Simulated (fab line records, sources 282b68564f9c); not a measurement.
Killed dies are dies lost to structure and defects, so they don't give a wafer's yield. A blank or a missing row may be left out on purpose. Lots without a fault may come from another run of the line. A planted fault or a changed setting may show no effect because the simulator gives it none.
fab line records | flow rit_cmos
record lots=7 wafers=21 last_day=8
route steps=202 shown ACTIVE@10 FOX1@20 FOX2@23 NWELL@28 PWELL@39 WELLDRIVE@50 M1@202
lots that met no fault: from a run of the same line without faults
start_h: hours from the record's first day to the start of the lot's first wafer shown | wait_h: hours since the lot's step before | " the same as in the row above | L1.1+2: a row that stands for several wafers | - no value, or no start given | * or withheld: withheld | < > ~ a bound
route shown NAME@n: a module of which the file shows steps, and the number in the route of the first | usual: mean/standard deviation of fault-free wafers | same: alike in all rows | chamber/n: place in a boat | sites: the reading at each site | _std_site: their standard deviation | _edge_site: outer sites' mean less inner sites' | radius_mm: how far each site lies from the wafer's centre | mask NAME#n: copy n | behind: the tool/chamber that last shaped the wafer | hold: why the lot was held/for how many hours/how that ended | device: the transistor (n, p or np) that didn't switch | end of line: the same wafers' tests at the end of the route | a step without rows: its recipe alone | killed: dies lost to structure and defects at the first sort, not the wafer's yield | map: a wafer's dies, x killed, . not, _ none there
set.NAME: the setting as run; set.NAME@STEP: as run at that earlier step | model.NAME: the simulator's own value behind a step, which no gauge read
lots at some steps of the route; a table a step, a row a wafer
services: from which hour (start_h, from the record's first day; less than 0 if before it) a tool's chamber was out of use, for how many hours, and why
## steps
# step RIT_ACTIVE_PEB_09
# recipe resist=NOVOLAK temp_c=withheld time_s=withheld
# step RIT_ACTIVE_DEVELOP_10
# recipe resist=NOVOLAK develop_time_s=50 dev_temp_c=23
# step RIT_ACTIVE_CD_MEAS_11
# recipe target_cd_nm=1400
# usual cd_nm=1400.3/2.2
# columns lot.wafer tool chamber start_h wait_h cd_nm
L473.2 cd_sem-02 - 14.77 - 1399.9
L473.3 " - " " 1398.1
L473.5 " - " " 1400.3
L474.1 cd_sem-02 - 19.44 - 1398.7
L474.4 " - " " 1399.3
L474.6 " - " " 1397.6
L477.2 cd_sem-02 - 34.50 - 1398.9
L477.3 " - " " 1398.9
L477.6 " - " " 1396.7
L478.2 cd_sem-01 - 41.18 - 1397.9
L478.4 " - " " 1398.2
L478.5 " - " " 1398.9
L483.1 cd_sem-01 - 65.10 - 1400.7
L483.2 " - " " 1401.8
L483.5 " - " " 1400.4
L492.1 cd_sem-01 - 112.26 - 1399.7
L492.2 " - " " 1397.9
L492.3 " - " " 1398.6
L496.1 cd_sem-01 - 133.20 - 1398.1
L496.4 " - " " 1398.8
L496.6 " - " " 1400.4
# step RIT_ACTIVE_HARDBAKE_12
# recipe resist=NOVOLAK temp_c=140 time_s=60
# step RIT_ACTIVE_ETCH_13
# recipe stop_on=SiO2 chemistry=SF6 target=Si3N4 time_s=210 over_etch_frac=0.4 SF6_flow_sccm=200 pressure_mtorr=260 rf_w=125 target_depth_a=2100
# usual drypump_motor_current_A=5.6/0.57 oes_product_au=0.816/0.014 throttle_valve_pct=7.48/0.12
# columns lot.wafer tool chamber start_h wait_h drypump_motor_current_A oes_product_au rf_hours_counter_h throttle_valve_pct
L473.2 rie_diel-04 0 15.10 0.1 5.5 0.829 111 7.51
L473.3 " 2 " " 6.1 0.832 165 7.51
L473.5 " 1 " " 5.8 0.811 - 7.26
L474.1 rie_diel-04 3 19.71 0.1 5.4 0.837 39 7.38
L474.4 " 0 " " 5.6 0.839 111 7.52
L474.6 " 2 " " 6.1 0.840 - 7.51
L477.2 rie_diel-04 2 34.75 0.1 6.1 0.850 165 7.49
L477.3 " 3 " " 5.4 0.834 39 7.40
L477.6 " 2 " " 6.1 0.838 - 7.50
L478.2 rie_diel-04 1 41.43 0.1 5.8 0.811 89 7.24
L478.4 " 3 " " 5.4 0.822 39 7.40
L478.5 " 0 " " 5.6 0.837 - 7.52
L483.1 rie_diel-04 0 65.48 0.1 5.5 0.829 112 7.52
L483.2 " 3 " " 5.4 0.829 40 7.39
L483.5 " 3 " " 5.4 0.824 - 7.38
L492.1 rie_diel-01 1 112.53 0.1 4.8 0.785 8 7.60
L492.2 " 0 " " 5.4 0.836 3 7.39
L492.3 " 2 " " 6.8 0.818 118 7.65
L496.1 rie_diel-01 0 133.47 0.1 5.4 0.832 3 7.40
L496.4 " 3 " " 5.9 0.794 38 7.35
L496.6 " 1 " " 4.8 0.798 - 7.61
# step RIT_ACTIVE_STRIP_14
# recipe chemistry=O2 time_s=180 resist=NOVOLAK platen_temp_c=withheld power_w=500 pressure_mtorr=4000 o2_flow_sccm=4000
# usual drypump_motor_current_A=5.6/0.46
# columns lot.wafer tool chamber start_h wait_h drypump_motor_current_A rf_hours_counter_h
L473.2 plasma_asher-04 1 15.24 0.1 5.9 38
L473.3 " 1 " " 5.9 -
L473.5 " 0 " " 5.8 -
L474.1 plasma_asher-01 1 19.84 0.1 6.0 34
L474.4 " 1 " " 6.0 -
L474.6 " 0 " " 4.8 -
L477.2 plasma_asher-02 0 34.89 0.1 5.8 38
L477.3 " 1 " " 5.6 -
L477.6 " 1 " " 5.6 -
L478.2 plasma_asher-04 1 41.56 0.1 5.9 41
L478.4 " 0 " " 5.8 -
L478.5 " 1 " " 5.9 -
L483.1 plasma_asher-01 1 65.62 0.1 6.0 38
L483.2 " 0 " " 4.7 38
L483.5 " 1 " " 6.0 -
L492.1 plasma_asher-01 1 112.66 0.1 6.1 44
L492.2 " 0 " " 4.7 44
L492.3 " 0 " " 4.7 -
L496.1 plasma_asher-02 0 133.60 0.1 5.8 46
L496.4 " 1 " " 5.6 -
L496.6 " 0 " " 5.8 -
# step RIT_ACTIVE_CD_MEAS_90
# recipe target_cd_nm=1400
# usual cd_nm=1400.2/2.1
# columns lot.wafer tool chamber start_h wait_h cd_nm
L473.2 cd_sem-02 - 15.43 0.1 1400.3
L473.3 " - " " 1398.3
L473.5 " - " " 1400.9
L474.1 cd_sem-01 - 20.02 0.1 1398.7
L474.4 " - " " 1399.3
L474.6 " - " " 1398.0
L477.2 cd_sem-01 - 35.08 0.1 1399.3
L477.3 " - " " 1399.1
L477.6 " - " " 1396.5
L478.2 cd_sem-02 - 41.76 0.1 1397.4
L478.4 " - " " 1398.1
L478.5 " - " " 1399.4
L483.1 cd_sem-01 - 65.79 0.1 1400.8
L483.2 " - " " 1401.8
L483.5 " - " " 1400.3
L492.1 cd_sem-01 - 112.84 0.1 1399.5
L492.2 " - " " 1398.3
L492.3 " - " " 1399.2
L496.1 cd_sem-01 - 133.78 0.1 1398.4
L496.4 " - " " 1398.7
L496.6 " - " " 1400.1
# step RIT_ACTIVE_CLEAN_15
# recipe chemistry=SC1 mix=3:3:50 time_s=600 temp_c=75
# step RIT_ACTIVE_CLEAN_16
# recipe chemistry=dHF dilution=50:1 time_s=30
# step RIT_ACTIVE_CLEAN_17
# recipe chemistry=SC2 mix=3:3:50 time_s=600 temp_c=75 dry=n2_spin
# step RIT_FOX1_OXIDATION_00
# recipe temp_c=1100 ambient=H2O target_thk_a=3507 p_h2o_torr=720 ox_time_s=1130
# step RIT_FOX1_THK_MEAS_01
# recipe reads=SiO2_of_FOX1_OXIDATION_00
# usual FOX1_OXIDE_THK=349/5.6
# columns lot.wafer tool chamber start_h wait_h FOX1_OXIDE_THK[nm]
L473.2 film_metro-02 - 18.38 0.0 351
L473.3 " - " " 347
L473.5 " - " " 351
L474.1 film_metro-04 - 23.26 0.0 351
L474.4 " - " " 350
L474.6 " - " " 350
L477.2 film_metro-01 - 39.26 0.0 354
L477.3 " - " " 354
L477.6 " - " " 351
L478.2 film_metro-02 - 43.55 0.0 355
L478.4 " - " " 353
L478.5 " - " " 354
L483.1 film_metro-01 - 69.65 0.0 345
L483.2 " - " " 352
L483.5 " - " " 352
L492.1 film_metro-01 - 116.28 0.0 356
L492.2 " - " " 365
L492.3 " - " " 364
L496.1 film_metro-01 - 138.25 0.0 356
L496.4 " - " " 351
L496.6 " - " " 352
# step RIT_FOX1_WET_ETCH_02
# recipe chemistry=BOE target_depth_nm=350 time_s=390 temp_c=21.5 dry=n2_spin dilution=10:1 target=SiO2
# columns lot.wafer tool chamber start_h wait_h
L473.2+3+5 wet_bench-01 3 18.43 0.0
L474.1+4+6 wet_bench-04 3 23.32 0.1
L477.2+3+6 wet_bench-01 1 39.31 0.0
L478.2+4+5 wet_bench-01 3 43.60 0.0
L483.1+2+5 wet_bench-01 3 69.71 0.1
L492.1+2+3 wet_bench-04 1 116.34 0.1
L496.1+4+6 wet_bench-01 3 138.31 0.1
# step RIT_FOX2_OXIDATION_00
# recipe temp_c=1100 ambient=H2O target_thk_a=3507 p_h2o_torr=720 ox_time_s=1130
# step RIT_FOX2_THK_MEAS_01
# recipe reads=SiO2_of_FOX2_OXIDATION_00
# usual FOX2_OXIDE_THK=351/6.7
# columns lot.wafer tool chamber start_h wait_h FOX2_OXIDE_THK[nm]
L473.2 film_metro-03 - 19.87 0.0 351
L473.3 " - " " 348
L473.5 " - " " 342
L474.1 film_metro-04 - 24.76 0.0 342
L474.4 " - " " 347
L474.6 " - " " 347
L477.2 film_metro-04 - 41.04 0.0 350
L477.3 " - " " 350
L477.6 " - " " 349
L478.2 film_metro-03 - 45.04 0.0 330
L478.4 " - " " 337
L478.5 " - " " 333
L483.1 film_metro-03 - 71.49 0.0 346
L483.2 " - " " 349
L483.5 " - " " 347
L492.1 film_metro-04 - 120.44 0.0 353
L492.2 " - " " 356
L492.3 " - " " 351
L496.1 film_metro-04 - 145.38 0.0 357
L496.4 " - " " 357
L496.6 " - " " 354
# step RIT_FOX2_CLEAN_02
# recipe chemistry=dHF dilution=50:1 time_s=180
# step RIT_FOX2_WET_ETCH_03
# recipe chemistry=H3PO4 target=Si3N4 target_depth_nm=195 temp_c=165 time_s=2700
# step RIT_FOX2_THK_MEAS_90
# recipe reads=SiO2_of_FOX2_OXIDATION_00
# usual FIELD_OXIDE_LEFT_1_THK=323/6.8
# columns lot.wafer tool chamber start_h wait_h FIELD_OXIDE_LEFT_1_THK[nm]
L473.2 film_metro-01 - 20.76 0.0 323
L473.3 " - " " 320
L473.5 " - " " 314
L474.1 film_metro-03 - 25.78 0.0 314
L474.4 " - " " 319
L474.6 " - " " 319
L477.2 film_metro-01 - 41.92 0.0 323
L477.3 " - " " 323
L477.6 " - " " 322
L478.2 film_metro-04 - 45.92 0.0 302
L478.4 " - " " 309
L478.5 " - " " 305
L483.1 film_metro-03 - 72.36 0.0 318
L483.2 " - " " 321
L483.5 " - " " 319
L492.1 film_metro-01 - 121.33 0.0 326
L492.2 " - " " 329
L492.3 " - " " 325
L496.1 film_metro-03 - 146.32 0.0 330
L496.4 " - " " 329
L496.6 " - " " 327
# step RIT_NWELL_HMDS_00
# recipe prime_time_s=60 prime_temp_c=140
# step RIT_NWELL_COAT_01
# recipe resist=NOVOLAK spin_rpm=2000 resist_thk_nm=1300
# step RIT_NWELL_SOFTBAKE_02
# recipe resist=NOVOLAK temp_c=90 time_s=60
# step RIT_NWELL_EXPOSE_03
# recipe mask_id=M2 na=0.57 target_cd_nm=43900 dose_mj=250
# step RIT_NWELL_PEB_04
# recipe resist=NOVOLAK temp_c=withheld time_s=withheld
# step RIT_NWELL_DEVELOP_05
# recipe resist=NOVOLAK develop_time_s=68 dev_temp_c=23
# step RIT_NWELL_OVL_MEAS_06
# usual NWELL_OVL=-0.4/1.3
# columns lot.wafer tool chamber start_h wait_h NWELL_OVL[nm]
L473.2 overlay-02 - 21.82 - -2.6
L473.3 " - " " -2.4
L473.5 " - " " -2.2
L474.1 overlay-02 - 26.84 - -0.2
L474.4 " - " " -1.1
L474.6 " - " " 0.2
L477.2 overlay-01 - 43.07 - -0.2
L477.3 " - " " -1.1
L477.6 " - " " -0.3
L478.2 overlay-01 - 46.98 - 0.7
L478.4 " - " " -1.4
L478.5 " - " " 0.2
L483.1 overlay-01 - 73.55 - -1.8
L483.2 " - " " -1.4
L483.5 " - " " -0.7
L492.1 overlay-01 - 122.27 - -0.7
L492.2 " - " " -1.8
L492.3 " - " " -2.5
L496.1 overlay-01 - 147.39 - 0.0
L496.4 " - " " -2.0
L496.6 " - " " -0.4
# step RIT_NWELL_HARDBAKE_07
# recipe resist=NOVOLAK temp_c=140 time_s=120
# step RIT_NWELL_IMPLANT_08
# recipe species=P energy_kev=170 dose_cm2=5e+13 tilt_deg=7
# step RIT_NWELL_STRIP_09
# recipe chemistry=O2 time_s=180 resist=NOVOLAK platen_temp_c=withheld power_w=500 pressure_mtorr=4000 o2_flow_sccm=4000
# usual drypump_motor_current_A=5.9/0.48
# columns lot.wafer tool chamber start_h wait_h drypump_motor_current_A rf_hours_counter_h
L473.2 plasma_asher-01 1 22.28 0.1 6.0 34
L473.3 " 0 " " 4.7 -
L473.5 " 1 " " 6.0 -
L474.1 plasma_asher-04 1 27.28 0.1 5.9 39
L474.4 " 0 " " 5.8 -
L474.6 " 0 " " 5.8 -
L477.2 plasma_asher-03 0 43.50 0.1 6.4 27
L477.3 " 0 " " 6.4 -
L477.6 " 1 " " 5.9 -
L478.2 plasma_asher-01 0 47.41 0.1 4.7 37
L478.4 " 0 " " 4.7 -
L478.5 " 1 " " 6.0 -
L483.1 plasma_asher-03 0 73.98 0.1 6.4 30
L483.2 " 1 " " 5.9 30
L483.5 " 0 " " 6.4 -
L492.1 plasma_asher-03 1 122.70 0.1 5.9 36
L492.2 " 0 " " 6.4 36
L492.3 " 0 " " 6.4 -
L496.1 plasma_asher-01 1 147.82 0.1 6.0 47
L496.4 " 1 " " 6.0 -
L496.6 " 0 " " 4.7 -
# step RIT_NWELL_TW_MEAS_10
# usual NWELL_TW=2149/30
# columns lot.wafer tool chamber start_h wait_h NWELL_TW
L473.2 film_metro-03 - 22.47 0.1 2164
L473.3 " - " " 2170
L473.5 " - " " 2166
L474.1 film_metro-03 - 27.45 0.1 2175
L474.4 " - " " 2175
L474.6 " - " " 2177
L477.2 film_metro-03 - 43.68 0.1 2171
L477.3 " - " " 2172
L477.6 " - " " 2169
L478.2 film_metro-02 - 47.60 0.1 2140
L478.4 " - " " 2153
L478.5 " - " " 2151
L483.1 film_metro-01 - 74.16 0.1 2097
L483.2 " - " " 2111
L483.5 " - " " 2094
L492.1 film_metro-03 - 122.88 0.1 2175
L492.2 " - " " 2183
L492.3 " - " " 2176
L496.1 film_metro-01 - 148.00 0.1 2096
L496.4 " - " " 2095
L496.6 " - " " 2108
# step RIT_PWELL_HMDS_00
# recipe prime_time_s=60 prime_temp_c=140
# step RIT_PWELL_COAT_01
# recipe resist=NOVOLAK spin_rpm=2000 resist_thk_nm=1300
# step RIT_PWELL_SOFTBAKE_02
# recipe resist=NOVOLAK temp_c=90 time_s=60
# step RIT_PWELL_EXPOSE_03
# recipe mask_id=M3 na=0.57 target_cd_nm=43700 dose_mj=250
# step RIT_PWELL_PEB_04
# recipe resist=NOVOLAK temp_c=withheld time_s=withheld
# step RIT_PWELL_DEVELOP_05
# recipe resist=NOVOLAK develop_time_s=68 dev_temp_c=23
# step RIT_PWELL_OVL_MEAS_06
# usual PWELL_OVL=-0.4/1.4
# columns lot.wafer tool chamber start_h wait_h PWELL_OVL[nm]
L473.2 overlay-01 - 23.40 - -0.7
L473.3 " - " " -0.3
L473.5 " - " " -2.0
L474.1 overlay-01 - 28.59 - -0.3
L474.4 " - " " 0.5
L474.6 " - " " -1.1
L477.2 overlay-01 - 44.75 - -0.5
L477.3 " - " " 0.2
L477.6 " - " " -1.8
L478.2 overlay-02 - 48.53 - -0.5
L478.4 " - " " -0.4
L478.5 " - " " 0.4
L483.1 overlay-01 - 75.14 - -1.4
L483.2 " - " " 0.2
L483.5 " - " " -2.6
L492.1 overlay-01 - 123.82 - -3.4
L492.2 " - " " -3.4
L492.3 " - " " -3.3
L496.1 overlay-01 - 148.94 - -3.2
L496.4 " - " " -3.1
L496.6 " - " " -0.7
# step RIT_PWELL_HARDBAKE_07
# recipe resist=NOVOLAK temp_c=140 time_s=120
# step RIT_PWELL_IMPLANT_08
# recipe species=B energy_kev=170 dose_cm2=7e+13 tilt_deg=7
# step RIT_PWELL_STRIP_09
# recipe chemistry=O2 time_s=180 resist=NOVOLAK platen_temp_c=withheld power_w=500 pressure_mtorr=4000 o2_flow_sccm=4000
# usual drypump_motor_current_A=5.95/0.26
# columns lot.wafer tool chamber start_h wait_h drypump_motor_current_A rf_hours_counter_h
L473.2 plasma_asher-04 0 23.83 0.1 5.79 39
L473.3 " 1 " " 5.89 -
L473.5 " 0 " " 5.78 -
L474.1 plasma_asher-03 0 29.02 0.1 6.37 26
L474.4 " 0 " " 6.36 -
L474.6 " 0 " " 6.38 -
L477.2 plasma_asher-02 1 45.18 0.1 5.61 39
L477.3 " 0 " " 5.81 -
L477.6 " 0 " " 5.81 -
L478.2 plasma_asher-02 1 48.96 0.1 5.64 39
L478.4 " 1 " " 5.62 -
L478.5 " 0 " " 5.82 -
L483.1 plasma_asher-03 0 75.57 0.1 6.39 31
L483.2 " 1 " " 5.91 31
L483.5 " 1 " " 5.94 -
L492.1 plasma_asher-02 0 124.25 0.1 5.82 45
L492.2 " 1 " " 5.63 45
L492.3 " 0 " " 5.83 -
L496.1 plasma_asher-04 0 149.37 0.1 5.80 2
L496.4 " 1 " " 5.87 -
L496.6 " 1 " " 5.90 -
# step RIT_PWELL_TW_MEAS_10
# usual PWELL_TW=949/12
# columns lot.wafer tool chamber start_h wait_h PWELL_TW
L473.2 film_metro-03 - 24.02 0.1 961
L473.3 " - " " 964
L473.5 " - " " 961
L474.1 film_metro-03 - 29.20 0.1 968
L474.4 " - " " 961
L474.6 " - " " 967
L477.2 film_metro-02 - 45.36 0.1 952
L477.3 " - " " 948
L477.6 " - " " 946
L478.2 film_metro-03 - 49.15 0.1 954
L478.4 " - " " 954
L478.5 " - " " 960
L483.1 film_metro-02 - 75.75 0.1 956
L483.2 " - " " 955
L483.5 " - " " 952
L492.1 film_metro-03 - 124.43 0.1 962
L492.2 " - " " 966
L492.3 " - " " 969
L496.1 film_metro-01 - 149.55 0.1 931
L496.4 " - " " 934
L496.6 " - " " 935
# step RIT_WELLDRIVE_ANNEAL_00
# recipe temp_c=1100 time_s=14700 ambient=N2
# step RIT_WELLDRIVE_RS_MEAS_01
# recipe thk_meas_gauge=four-point-probe
# usual NWELL_RS=275.6/0.68
# columns lot.wafer tool chamber start_h wait_h NWELL_RS[ohm/sq]
L473.2 film_metro-02 - 29.86 0.0 276.4
L473.3 " - " " 275.0
L473.5 " - " " 275.7
L474.1 film_metro-02 - 34.64 0.0 275.5
L474.4 " - " " 274.9
L474.6 " - " " 275.0
L477.2 film_metro-01 - 52.16 0.0 275.1
L477.3 " - " " 274.6
L477.6 " - " " 275.5
L478.2 film_metro-01 - 56.26 0.0 275.3
L478.4 " - " " 275.2
L478.5 " - " " 275.1
L483.1 film_metro-02 - 82.14 0.0 275.5
L483.2 " - " " 275.4
L483.5 " - " " 275.4
L492.1 film_metro-02 - 133.57 0.0 275.3
L492.2 " - " " 275.8
L492.3 " - " " 275.8
L496.1 film_metro-02 - 156.29 0.0 275.5
L496.4 " - " " 276.0
L496.6 " - " " 275.3
# step RIT_M1_PROBE_99
# usual killed_at_front_end=6.6/2.7 killed_dies=6.7/2.7 killed_on_rim=1.7/1.4 killed_open=3.4/2 killed_short=3.2/1.8
# same gross_dies=264 killed_at_M0_to_M3=0 killed_at_M4_up=0 killed_at_back_side=0 killed_at_contacts=0 killed_at_other=0
# columns lot.wafer tool chamber start_h wait_h killed_at_front_end killed_dies killed_on_rim killed_open killed_short
L477.2 prober-02 - 82.70 0.1 23 23 8 3 3
L477.3 prober-02 - 82.75 0.2 25 25 9 3 3
L477.6 prober-02 - 82.90 0.2 21 21 7 5 0
L478.2 prober-01 - 88.06 0.1 34 34 10 6 3
L478.4 prober-01 - 88.16 0.2 31 31 11 5 2
L478.5 prober-01 - 88.21 0.2 34 34 10 3 7
L483.1 prober-02 - 113.21 0.1 32 32 9 3 3
L483.2 prober-02 - 113.26 0.1 31 31 10 4 2
L483.5 prober-02 - 113.41 0.2 38 38 16 3 7
L492.1 prober-01 - 175.09 0.1 7 7 2 5 2
L492.2 prober-01 - 175.14 0.1 9 9 3 4 5
L492.3 prober-01 - 175.19 0.2 15 15 5 9 6
L496.1 prober-01 - 195.09 0.1 6 6 0 2 4
L496.4 prober-01 - 195.24 0.2 7 7 1 6 1
L496.6 prober-01 - 195.34 0.2 6 6 3 4 2
# killed by level:class
L477.2 FOX1:unspecified=17 GATE:geometric_particle:short=2 GATE:geometric_particle:open=2 FOX1:geometric_particle:open=1 SPACER:geometric_particle:short=1
L477.3 FOX1:unspecified=19 GATE:geometric_particle:open=2 FOX1:geometric_particle:short=1 FOX2:geometric_particle:short=1 SPACER:geometric_particle:short=1 SILICIDE:geometric_particle:open=1
L477.6 FOX1:unspecified=16 FOX1:geometric_particle:open=2 REOX:geometric_particle:open=2 FOX2:geometric_particle:open=1
L478.2 FOX1:unspecified=25 GATE:geometric_particle:open=5 FOX1:geometric_particle:short=1 FOX1:geometric_particle:open=1 REOX:geometric_particle:short=1 SPACER:geometric_particle:short=1
L478.4 FOX1:unspecified=24 GATE:geometric_particle:open=2 REOX:geometric_particle:open=2 GATE:geometric_particle:short=1 SPACER:geometric_particle:short=1 SILICIDE:geometric_particle:open=1
L478.5 FOX1:unspecified=24 GATE:geometric_particle:short=5 GATE:geometric_particle:open=2 FOX1:geometric_particle:short=1 SPACER:geometric_particle:short=1 SPACER:geometric_particle:open=1
L483.1 FOX1:unspecified=25 GATE:geometric_particle:short=2 FOX1:geometric_particle:open=1 REOX:geometric_particle:open=1 SPACER:geometric_particle:open=1 SILICIDE:geometric_particle:short=1 NSD:coat_microbubble_printed=1
L483.2 FOX1:unspecified=25 GATE:geometric_particle:open=3 FOX1:geometric_particle:short=1 SILICIDE:geometric_particle:short=1 SILICIDE:geometric_particle:open=1
L483.5 FOX1:unspecified=27 GATE:geometric_particle:short=4 FOX1:geometric_particle:short=2 GATE:geometric_particle:open=1 REOX:geometric_particle:open=1 SPACER:geometric_particle:open=1 SILICIDE:geometric_particle:short=1 NSD:coat_microbubble_printed=1
L492.1 GATE:geometric_particle:open=3 FOX2:geometric_particle:open=1 GATE:geometric_particle:short=1 SPACER:geometric_particle:short=1 SILICIDE:geometric_particle:open=1
L492.2 GATE:geometric_particle:open=3 REOX:geometric_particle:short=2 FOX1:geometric_particle:short=1 GATE:geometric_particle:short=1 SPACER:geometric_particle:short=1 SPACER:geometric_particle:open=1
L492.3 GATE:geometric_particle:open=5 GATE:geometric_particle:short=2 SPACER:geometric_particle:open=2 SILICIDE:geometric_particle:short=2 FOX2:geometric_particle:open=1 REOX:geometric_particle:open=1 REOX:geometric_particle:short=1 SPACER:geometric_particle:short=1
L496.1 GATE:geometric_particle:open=2 SPACER:geometric_particle:short=2 FOX1:geometric_particle:short=1 GATE:geometric_particle:short=1
L496.4 GATE:geometric_particle:open=5 FOX1:geometric_particle:short=1 FOX1:geometric_particle:open=1
L496.6 FOX1:geometric_particle:open=3 REOX:geometric_particle:short=2 GATE:geometric_particle:open=1
# map L477.3 (x killed, . not)
________.x....._______
_____.............____
____........x......___
___.................__
__..................._
__................x.._
_.....................
_...........x.........
_.....................
_.....................
__................x.._
__..................._
___........x.xx..x..__
____......xxxx.....___
_____.....xxxxxxx.____
________..xxxxx_______
# map L478.2 (x killed, . not)
________......._______
_____..x..........____
____.......x.......___
___.................__
__..................._
__.................x._
_.................x...
_.....................
_..........x..........
_.......x.............
__x.................._
__.........xxx.xx...._
___.......x.xxxxx...__
____....x...xxxxxx.___
_____.......xxxxxx____
________....xxx_______
## services
# columns tool chamber start_h hours kind
plasma_asher-04 - 7.50 5.9 repair
plasma_asher-02 - 30.61 0.4 repair
rie_diel-04 3 43.40 5.6 repair
rie_diel-04 2 63.99 - clean
rie_diel-04 2 63.99 14.8 scheduled_down
rie_diel-04 2 63.99 14.8 vent_cycle
rie_diel-04 - 78.62 0.8 repair
plasma_asher-02 - 83.87 14.6 pm
plasma_asher-01 - 103.33 0.4 repair
plasma_asher-04 - 108.75 9.0 pm
plasma_asher-04 0 108.75 9.0 vent_cycle
plasma_asher-04 1 108.75 9.0 vent_cycle
plasma_asher-04 0 117.75 - clean
plasma_asher-04 1 117.75 - clean
plasma_asher-04 - 146.74 1.6 repair
## key
first_sign step=RIT_M1_PROBE_99 reading=killed_dies direction=up sigmas=8.5 usual=6.7 struck=29.9
effect step=RIT_M1_PROBE_99 reading=killed_at_front_end direction=up sigmas=8.5 usual=6.6 struck=29.9
met_at RIT_FOX1_WET_ETCH_02
struck_wafers L477.2,L477.3,L477.6,L478.2,L478.4,L478.5,L483.1,L483.2,L483.5
tester_left_out L477,L478,L483
onset_between 18.43 39.31
also_fits RIT_ACTIVE_ETCH_13:rie_diel-04
fault kind=chamber_particle_source tool=wet_bench-01 chamber=- onset_h=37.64 steps=RIT_FOX1_WET_ETCH_02 rate_per_visit_cm2=0.65622 end_h=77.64
# tester_left_out: of these lots the tester's yield and bins aren't shown, on N5 and GAA mostly nor the transistor test; their killed dies are dies lost to structure and defects alone, not to doping, threshold or leakage, so they don't give the yield
